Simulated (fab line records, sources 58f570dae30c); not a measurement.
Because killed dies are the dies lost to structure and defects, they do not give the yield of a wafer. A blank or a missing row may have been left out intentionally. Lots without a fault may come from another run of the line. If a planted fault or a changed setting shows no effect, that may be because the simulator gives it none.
Struck lot and sound lot, side by side | flow berkeley_cmos170 | 16 out of 331 route steps
Sound: the wafers L206.1, L206.2, L206.5. Wafers struck: L224.1, L224.2, L224.3. The cause is given at the end.
Per side, at each step with rows, come the tool, then ch with its chambers, and then its first start. Under that, the readings that differ: sound wafers | struck wafers | difference of the means | sigmas: that difference in standard deviations of wafers without a fault.
alike: same words and numbers on both sides, and readings whose means sit less than 2 such deviations apart. not compared: any withheld reading, any reading some wafer has no value for, any bound like >300 that may hide the same value, and any number with overlapping values for which the record gives no deviation.
The two part at a step that has a row with sigmas, a row that says differs or no value, or rows on one side only. Numbers that don't overlap but have no deviation are shown without sigmas and don't part them. Lack of a reading on every wafer of one side parts them only where that side has two or more wafers.

first, 6 steps without rows for these wafers: UCB170_M2_COAT_09; UCB170_M2_COAT_10 (resist thk 900 nm); UCB170_M2_SOFTBAKE_11 (time 60 s); UCB170_M2_EXPOSE_12 (exposes mask METAL2, target cd 700 nm); UCB170_M2_PEB_13; UCB170_M2_DEVELOP_14 (develop time 45 s).
UCB170_M2_CD_MEAS_15: the cd target is 700 nm.
  sound on cd_sem-02 at day 9 08:16; struck on cd_sem-01 at day 12 13:29
  alike: cd_nm
UCB170_M2_OVL_MEAS_16:
  sound on overlay-01 at day 9 08:23; struck on overlay-01 at day 12 13:37
  alike: M2_OVL
UCB170_M2_ETCH_17: etches BARC in N2/H2.
  sound on rie_diel-01 ch 0,1,2, day 9 08:25; struck on rie_diel-04 ch 0,1,2, day 12 13:38
  alike: drypump_motor_current_A, oes_product_au, throttle_valve_pct
UCB170_M2_METAL_ETCH_18: etches Al in Cl2/BCl3, stops on SiO2, target depth 1170 nm, time 195 s.
  sound on rie_metal-01 ch 0,1, day 9 08:28; struck on rie_metal-04 ch 0,1, day 12 13:41
  alike: drypump_motor_current_A, he_backside_leak_sccm, oes_product_au, throttle_valve_pct
  not compared: rf_hours_counter_h
UCB170_M2_STRIP_19: strips in O2.
  sound on plasma_asher-01 ch 0,1, day 9 08:39; struck on plasma_asher-04 ch 0,1, day 12 13:52
  alike: drypump_motor_current_A, o2_flow_sccm, oes_product_au
  not compared: rf_hours_counter_h
UCB170_M2_CD_MEAS_90: the cd target is 700 nm.
  sound on cd_sem-01 at day 9 08:45; struck on cd_sem-01 at day 12 13:58
  alike: cd_nm
UCB170_V2_CVD_00: deposits SiO2 from TEOS/O2, target thk 2000 nm, time 250 s.
  sound on pecvd-01 ch 1,2, day 9 08:52; struck on pecvd-01 ch 0,1,2, day 12 14:05
  reading                             | sound             | struck            | difference | sigmas
  rf_fwd_power_W (W)                  | 545.3 551.5 550.1 | 327.4 328.3 329.9 | -220.4     | -99 or more
  model.SiO2_of_V2_CVD_00.thk_nm (nm) | 2013 2004 2026    | 1703 1702 1682    | -319       |
  alike: heater_power_w
UCB170_V2_THK_MEAS_01:
  sound on film_metro-03 at day 9 09:01; struck on film_metro-02 at day 12 14:15
  reading          | sound          | struck         | difference | sigmas
  V2_TEOS_THK (nm) | 2013 2005 2025 | 1704 1702 1683 | -318       | -13
UCB170_V2_CMP_02: polishes SiO2.
  sound on cmp-01 ch 1,2,3, day 9 09:08; struck on cmp-02 ch 0,1,3, day 12 14:19
  alike: motor_current_A, slurry_filter_dp_kPa
UCB170_M3_PROBE_99:
  the record has rows for the sound wafers here (prober-02, day 9 17:40) and none for the struck ones

## WHERE THEY PART
First at UCB170_V2_CVD_00; last, within this record, at UCB170_M3_PROBE_99.

WHY: what had been put in by the simulator
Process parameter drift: pecvd-01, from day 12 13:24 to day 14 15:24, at UCB170_V2_CVD_00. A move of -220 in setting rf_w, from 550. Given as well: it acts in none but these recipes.
